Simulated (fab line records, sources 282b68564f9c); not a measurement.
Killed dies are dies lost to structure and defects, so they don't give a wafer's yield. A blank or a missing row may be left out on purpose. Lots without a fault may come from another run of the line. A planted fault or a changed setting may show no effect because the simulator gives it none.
Which tool did it? | flow rit_cmos | 15 lots, 45 wafers sampled, at 2 steps of a route of 202

WHAT THE GAUGES READ, wafer by wafer
RIT_GATE_THK_MEAS_07.
lot  | measured    | on            | GATE_OXIDE_THK (nm)
L419 | day 2 12:31 | film_metro-03 | 3.17 3.17 3.16
L420 | day 2 19:38 | film_metro-04 | 3.08 3.08 3.03
L422 | day 3 04:56 | film_metro-03 | 2.89 2.78 2.87
L424 | day 3 15:39 | film_metro-04 | 3.07 2.93 3.02
L425 | day 3 20:37 | film_metro-02 | 3.00 3.06 3.06
L426 | day 4 07:36 | film_metro-03 | 3.07 3.03 2.95
L427 | day 4 09:31 | film_metro-02 | 2.94 3.06 2.96
L428 | day 4 11:45 | film_metro-04 | 2.92 2.91 3.00
L429 | day 4 17:58 | film_metro-02 | 3.11 3.02 3.04
L430 | day 4 23:17 | film_metro-04 | 3.03 2.88 2.99
L431 | day 5 02:32 | film_metro-03 | 3.11 3.03 3.10
L433 | day 5 11:58 | film_metro-02 | 3.04 3.03 3.06
L434 | day 5 19:04 | film_metro-04 | 4.99 4.97 4.94
L436 | day 6 03:16 | film_metro-04 | 4.88 4.78 4.82
L438 | day 6 15:03 | film_metro-04 | 4.90 4.83 4.86

WHICH TOOL RAN EACH LOT (tool, then ch and the chambers of the sampled wafers, then the start)
lot  | RIT_GATE_OXIDATION_05
L419 | furnace-03 ch 0, day 2 09:53
L420 | furnace-03 ch 0, day 2 15:49
L422 | furnace-04 ch 0, day 3 03:37
L424 | furnace-01 ch 0, day 3 12:23
L425 | furnace-01 ch 0, day 3 18:28
L426 | furnace-01 ch 0, day 4 03:18
L427 | furnace-03 ch 0, day 4 07:36
L428 | furnace-04 ch 0, day 4 10:26
L429 | furnace-01 ch 0, day 4 14:52
L430 | furnace-04 ch 0, day 4 20:38
L431 | furnace-04 ch 0, day 5 01:13
L433 | furnace-01 ch 0, day 5 09:50
L434 | furnace-04 ch 0, day 5 16:26
L436 | furnace-04 ch 0, day 6 00:09
L438 | furnace-04 ch 0, day 6 10:11
- RIT_GATE_OXIDATION_05: target thk 3 nm, ox time 270 s.

WHAT THE TOOLS THEMSELVES READ (means of the sampled wafers that have a number; where no wafer has one, the mark that the record gives instead)
RIT_GATE_OXIDATION_05.
lot  | tool       | tube_center_temp_C (C)
L419 | furnace-03 | 900.02
L420 | furnace-03 | 899.98
L422 | furnace-04 | 900.04
L424 | furnace-01 | 899.99
L425 | furnace-01 | 899.95
L426 | furnace-01 | 900.00
L427 | furnace-03 | 900.01
L428 | furnace-04 | 900.12
L429 | furnace-01 | 900.02
L430 | furnace-04 | 900.03
L431 | furnace-04 | 900.05
L433 | furnace-01 | 899.96
L434 | furnace-04 | 900.04
L436 | furnace-04 | 900.05
L438 | furnace-04 | 900.05

THE ANSWER, worked out from the rows above alone
Rule: what is usual is taken from the lots themselves. Put in order of their means at a reading, lots are off if they are a third of the lots or fewer, leave a main group of 4 or more, and stand apart from it by a gap of 3 or more times the standard deviation of the main group's means; of several such gaps the widest counts. A main group whose means are all the same, to the digits that the tables above print for the reading, isn't used. A lot without any number at a reading at which 4 lots or more have one is off too. The other lots that the step has rows for count as sound. The gauges are gone through in route order, then the tools' own readings, and for those a lot's mean is taken as printed above. The first step at which some lot is off is used, and at that step the reading that is off furthest; a lot without a number counts as furthest.
Off: L434, L436, L438, at RIT_GATE_THK_MEAS_07 (GATE_OXIDE_THK). The main group: mean 3.02 nm, standard deviation 0.076.
A tool fits if, at a process step before that reading, it ran every lot that is off, and no sound lot after the first of them. The gauges at RIT_GATE_THK_MEAS_07 are tried like those tools. Can't be told from this: 2 tools fit, furnace-04 at RIT_GATE_OXIDATION_05, film_metro-04 at RIT_GATE_THK_MEAS_07.

WHAT THE SIMULATOR HAD PUT IN
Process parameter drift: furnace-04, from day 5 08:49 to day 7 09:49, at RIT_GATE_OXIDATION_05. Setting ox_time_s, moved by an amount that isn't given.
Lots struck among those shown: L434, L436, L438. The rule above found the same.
